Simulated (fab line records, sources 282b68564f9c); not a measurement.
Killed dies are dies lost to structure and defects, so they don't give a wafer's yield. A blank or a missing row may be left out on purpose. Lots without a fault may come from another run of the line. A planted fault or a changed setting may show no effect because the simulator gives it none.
Split-lot experiment | flow rit_cmos | 5 lots, 23 wafers read, on a route of 202 steps

THE SPLIT
At RIT_CONTACT_COAT_03 (resist thk 1000 nm), the setting resist_thk_nm was moved away from the recipe's 1000 nm on 8 of the 23 wafers read, by -1.8% to +5.9%. The other wafers ran this setting at the recipe's value.

FROM THE SPLIT TO THE READING: what the file shows between them, 3 steps
- RIT_CONTACT_DEVELOP_07: develop time 120 s (also split here: develop_time_s)
- RIT_CONTACT_CD_MEAS_08: target cd 1000 nm
- RIT_CONTACT_HARDBAKE_10: time 60 s

THE READING
NOVOLAK_of_CONTACT_COAT_03.thk_nm (the simulator's own value, which no gauge read), in nm, at RIT_CONTACT_ETCH_11 (etches SiO2 in CHF3/CF4/Ar, stops on TiSi2, target depth 480 nm, time 320 s). The file gives no usual value for it. The 15 wafers here that ran the recipe average 770.1 nm, standard deviation 3.8 nm.

wafer  | tool, chamber at the split | resist_thk_nm as run, nm | against the recipe | NOVOLAK_of_CONTACT_COAT_03.thk_nm, nm | against lot-mates on the recipe
L077.1 | litho_track-02, 0          | 1000                     | recipe             | 772                                   | -
L077.2 | litho_track-02, 0          | 1000                     | recipe             | 766.9                                 | -
L077.4 | litho_track-02, 0          | 1000                     | recipe             | 765.7                                 | -
L077.5 | litho_track-02, 0          | 1000                     | recipe             | 767.7                                 | -
L077.6 | litho_track-02, 0          | 1000                     | recipe             | 767.7                                 | -
L078.1 | litho_track-03, 0          | 1059                     | +5.9%              | 819.9                                 | +43.4
L078.2 | litho_track-03, 0          | 1059                     | +5.9%              | 825.6                                 | +49.1
L078.4 | litho_track-03, 0          | 1000                     | recipe             | 779.1                                 | -
L078.5 | litho_track-03, 0          | 1059                     | +5.9%              | 826.7                                 | +50.2
L078.6 | litho_track-03, 0          | 1000                     | recipe             | 773.8                                 | -
L079.1 | litho_track-02, 0          | 982.2                    | -1.8%              | 757.3                                 | -10.6
L079.2 | litho_track-02, 0          | 1000                     | recipe             | 767.7                                 | -
L079.3 | litho_track-02, 0          | 982.2                    | -1.8%              | 755.2                                 | -12.7
L079.5 | litho_track-02, 0          | 1000                     | recipe             | 768.1                                 | -
L079.6 | litho_track-02, 0          | 982.2                    | -1.8%              | 758.7                                 | -9.2
L084.1 | litho_track-01, 0          | 1000                     | recipe             | 771.1                                 | -
L084.2 | litho_track-01, 0          | 1051                     | +5.1%              | 820.1                                 | +48.2
L084.3 | litho_track-01, 0          | 1000                     | recipe             | 775                                   | -
L084.4 | litho_track-01, 0          | 1051                     | +5.1%              | 820.1                                 | +48.2
L084.6 | litho_track-01, 0          | 1000                     | recipe             | 769.7                                 | -
L085.3 | litho_track-03, 0          | 1000                     | recipe             | 764.2                                 | -
L085.4 | litho_track-03, 0          | 1000                     | recipe             | 771.3                                 | -
L085.5 | litho_track-03, 0          | 1000                     | recipe             | 772                                   | -

THE FIT
A straight line over all 23 wafers: NOVOLAK_of_CONTACT_COAT_03.thk_nm changes by +9.15 nm for each +1% of resist_thk_nm; r = +0.99; the points scatter about the line by 3.7 nm.
The same after taking each lot's own level away (the mean of its wafers on the recipe; 23 wafers): +8.27 nm for each +1%; r = +0.99; scatter 3.3 nm.
On that fit, the largest move of resist_thk_nm shifts the reading by 49 nm.
The lots' own levels span 767.90 to 776.45 nm, that is 2.3 times the standard deviation above.
So the lot-to-lot level changes the slope: the two fits differ.
Check: with one of the wafers moved furthest among these (+5.9%) left out of the fit, the line predicts +51.3 nm for it against its lot-mates. It came out at +43.4 nm against them.

OTHER SPLITS ON THESE WAFERS
These wafers also went through other splits before the reading. Each is held against what the fit with the lots' levels taken away leaves over:
other split on the same wafers        | wafers away from the commonest value | r with NOVOLAK_of_CONTACT_COAT_03.thk_nm (lot level and that fit taken away)
RIT_SPACER_CVD_03 time_s              | 10                                   | -0.15
RIT_NSD_IMPLANT_08 energy_kev         | 4                                    | -0.44
RIT_PSD_HARDBAKE_07 temp_c            | 8                                    | -0.04
RIT_CONTACT_DEVELOP_07 develop_time_s | 5                                    | +0.08

THE WHOLE CHAIN: every reading that the file lists as answering this split, in the file's order
step                    | what it does                                                                | reading                                                                            | change (the file's fit)                                                                        | r (the file's)
RIT_CONTACT_COAT_03     | resist thk 1000 nm                                                          | NOVOLAK_of_CONTACT_COAT_03.thk_nm (the simulator's own value, which no gauge read) | +9.82 nm for each +1% of the setting                                                           | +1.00
RIT_CONTACT_HARDBAKE_10 | time 60 s                                                                   | NOVOLAK_of_CONTACT_COAT_03.thk_nm (the simulator's own value, which no gauge read) | +8.59 nm for each +1% of the setting                                                           | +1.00
RIT_CONTACT_ETCH_11     | etches SiO2 in CHF3/CF4/Ar, stops on TiSi2, target depth 480 nm, time 320 s | NOVOLAK_of_CONTACT_COAT_03.thk_nm (the simulator's own value, which no gauge read) | +8.53 nm for each +1% of the setting                                                           | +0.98
RIT_CONTACT_CD_MEAS_08  | target cd 1000 nm                                                           | cd_nm                                                                              | -1.12 nm for each +1% of the setting, in a fit together with develop_time_s@CONTACT_DEVELOP_07 | 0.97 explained
RIT_CONTACT_ETCH_11     | etches SiO2 in CHF3/CF4/Ar, stops on TiSi2, target depth 480 nm, time 320 s | CONTACT.cd_nm (the simulator's own value, which no gauge read)                     | -1.06 nm for each +1% of the setting, in a fit together with develop_time_s@CONTACT_DEVELOP_07 | 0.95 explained
RIT_CONTACT_CD_MEAS_90  | target cd 1000 nm                                                           | cd_nm                                                                              | -1.01 nm for each +1% of the setting, in a fit together with develop_time_s@CONTACT_DEVELOP_07 | 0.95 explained

THE FILE'S OWN FIT
NOVOLAK_of_CONTACT_COAT_03.thk_nm changes by +8.53 nm for each +1% of resist_thk_nm, r = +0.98.
